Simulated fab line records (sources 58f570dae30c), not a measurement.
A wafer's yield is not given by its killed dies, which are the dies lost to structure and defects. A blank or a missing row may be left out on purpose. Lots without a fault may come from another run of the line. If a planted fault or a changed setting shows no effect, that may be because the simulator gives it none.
2 desks, one fault    flow berkeley-cmos170    each desk has only its own numbers; what lay behind them comes last

## FOR THE TOOL OWNER'S DESK: rie-diel-01
The tool's own readings at UCB170_V2_ETCH_14 (etches SiO2 in CHF3/CF4/Ar, stops on Al, target depth 1250 nm, time 291 s): means of the sampled wafers that have a number, for each lot that ran on this tool. Marked OUT: a lot whose mean sits more than 4 standard deviations from the usual mean, which makes it out of limits; the brackets give that distance.
Columns: A = drypump-motor-current-A at UCB170_V2_ETCH_14, usual 5.6 A; B = oes-product-au at UCB170_V2_ETCH_14, usual 0.871 a.u.; C = throttle-valve-pct at UCB170_V2_ETCH_14, usual 7.01 %
lot   first seen here  A    B      C
L184  day 9 02:01      5.8  0.885  6.97
L186  day 10 05:21     5.4  0.882  7.05
L195  day 10 16:01     5.4  0.879  7.00
L194  day 10 17:34     5.8  0.881  6.99
This desk found nothing out of limits on any of the 4 lots.

## FROM THE METROLOGY DESK
Lot by lot, what the gauges showed, no matter which tool ran the lot: averages of those sampled wafers that carry a number. Marked OUT: a lot whose mean sits more than 4 standard deviations from the usual mean, which makes it out of limits; the brackets give that distance.
Columns: A = PVT_OVL at UCB170_PVT_OVL_MEAS_06, usual -1 nm; B = FIELD_OXIDE_LEFT_2_THK at UCB170_FIELD_THK_MEAS_91, usual 344 nm; C = NLDD_OVL at UCB170_NLDD_OVL_MEAS_07, usual -3 nm; D = cd-nm at UCB170_V2_CD_MEAS_90, usual 700.0 nm
lot   first seen here  A   B    C    D
L184  day 6 16:27      -8  335  -3   700.1
L185  day 6 16:38      -2  338  3    699.0
L188  day 7 19:57      -6  346  0    699.8
L190  day 7 20:13      10  353  -0   699.1
L186  day 7 20:32      -2  345  -3   698.9
L191  day 7 20:47      0   332  7    699.4
L193  day 7 21:47      0   348  -1   702.5
L195  day 8 06:48      -1  348  -12  702.4
L194  day 8 07:14      -5  345  3    704.8
L197  day 9 06:29      -4  339  -7   699.7
L199  day 9 13:23      5   353  -2   702.0
L207  day 10 19:37     -1  348  -6   697.7
L205  day 10 19:52     -1  356  -3   700.8
L204  day 10 19:57     5   327  -4   701.4
This desk found nothing out of limits on any of the 14 lots.

## PUT TOGETHER
Nothing out of limits was seen by the tool owner's desk.
From the metrology desk's view, nothing was out of limits.

## WHAT THE SIMULATOR PUT IN
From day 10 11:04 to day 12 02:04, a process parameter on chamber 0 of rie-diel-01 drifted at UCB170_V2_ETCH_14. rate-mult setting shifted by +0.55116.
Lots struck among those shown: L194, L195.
